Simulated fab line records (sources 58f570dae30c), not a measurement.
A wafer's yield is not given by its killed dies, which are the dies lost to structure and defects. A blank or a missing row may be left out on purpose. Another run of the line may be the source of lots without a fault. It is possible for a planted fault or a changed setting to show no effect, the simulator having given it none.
A single fault, viewed from 2 desks ; flow berkeley_cmos170 ; only its own numbers are on each desk; what lay behind them is given at the end

== DESK OF THE TOOL OWNER: wet_bench-04 ==
The tool's own readings at UCB170_FIELD_WET_ETCH_05 (etches Si3N4 in H3PO4, time 12600 s): means of the sampled wafers that have a number, for each lot that ran on this tool. A lot is out of limits, marked OUT, if its mean lies more than 4 standard deviations from the usual mean; the brackets give that distance.
Columns: A = run_length_s at UCB170_FIELD_WET_ETCH_05, usual 12626 s
lot;first seen here;A
L435;day 6 03:30;12625
L436;day 6 03:30;12625
L437;day 6 03:30;12626
L438;day 6 03:30;12625
L440;day 6 10:05;12626
L443;day 7 02:03;12625
L444;day 7 09:09;12627
L450;day 8 02:52;12625
L452;day 9 03:24;20185 (+99 or more) OUT
L453;day 9 03:24;20186 (+99 or more) OUT
L456;day 9 20:10;12627
L457;day 9 20:10;12627
Finding of this desk: L452, L453 out of limits; the first was L452 at day 9 03:24, on run_length_s at UCB170_FIELD_WET_ETCH_05. L435, L436, L437, L438, L440, L443, L444, L450, L456, L457 stayed within limits.

== METROLOGY DESK ==
Means of the sampled wafers that have a number, per lot and without regard to the tool the lot ran on: this is what the gauges read. A lot is out of limits, marked OUT, if its mean lies more than 4 standard deviations from the usual mean; the brackets give that distance.
Columns: A = V2_POLISHED_THK at UCB170_V2_THK_MEAS_04, usual 1000.7 nm
lot;first seen here;A
L438;day 9 05:09;999.6
L435;day 9 06:02;1001.0
L436;day 9 06:58;1000.0
L437;day 9 07:14;1001.3
L440;day 9 13:48;1000.0
L443;day 9 22:00;1001.0
L444;day 10 10:15;1000.7
L450;day 11 03:15;1000.1
L452;day 12 04:30;1000.8
L455;day 12 05:46;1002.0
L453;day 12 06:56;1000.6
L454;day 12 07:14;1000.3
L456;day 12 23:53;1003.0
L457;day 13 00:29;1000.2
This desk found nothing out of limits on any of the 14 lots.

== PUT TOGETHER ==
The tool owner's desk could have raised an alarm at day 9 03:24, on L452, L453.
Nothing out of limits was seen by the metrology desk.
The metrology desk holds a record of L452, L453, inside its limits.
UCB170_FIELD_WET_ETCH_05 was run on wet_bench-04 by each of the lots named.

== WHAT WAS PUT IN BY THE SIMULATOR ==
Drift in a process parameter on wet_bench-04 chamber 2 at UCB170_FIELD_WET_ETCH_05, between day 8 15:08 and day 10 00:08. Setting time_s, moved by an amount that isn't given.
Lots struck among those shown: L452, L453.
Hours from the fault's start to each desk's first reading out of limits: the tool owner's desk, 12.
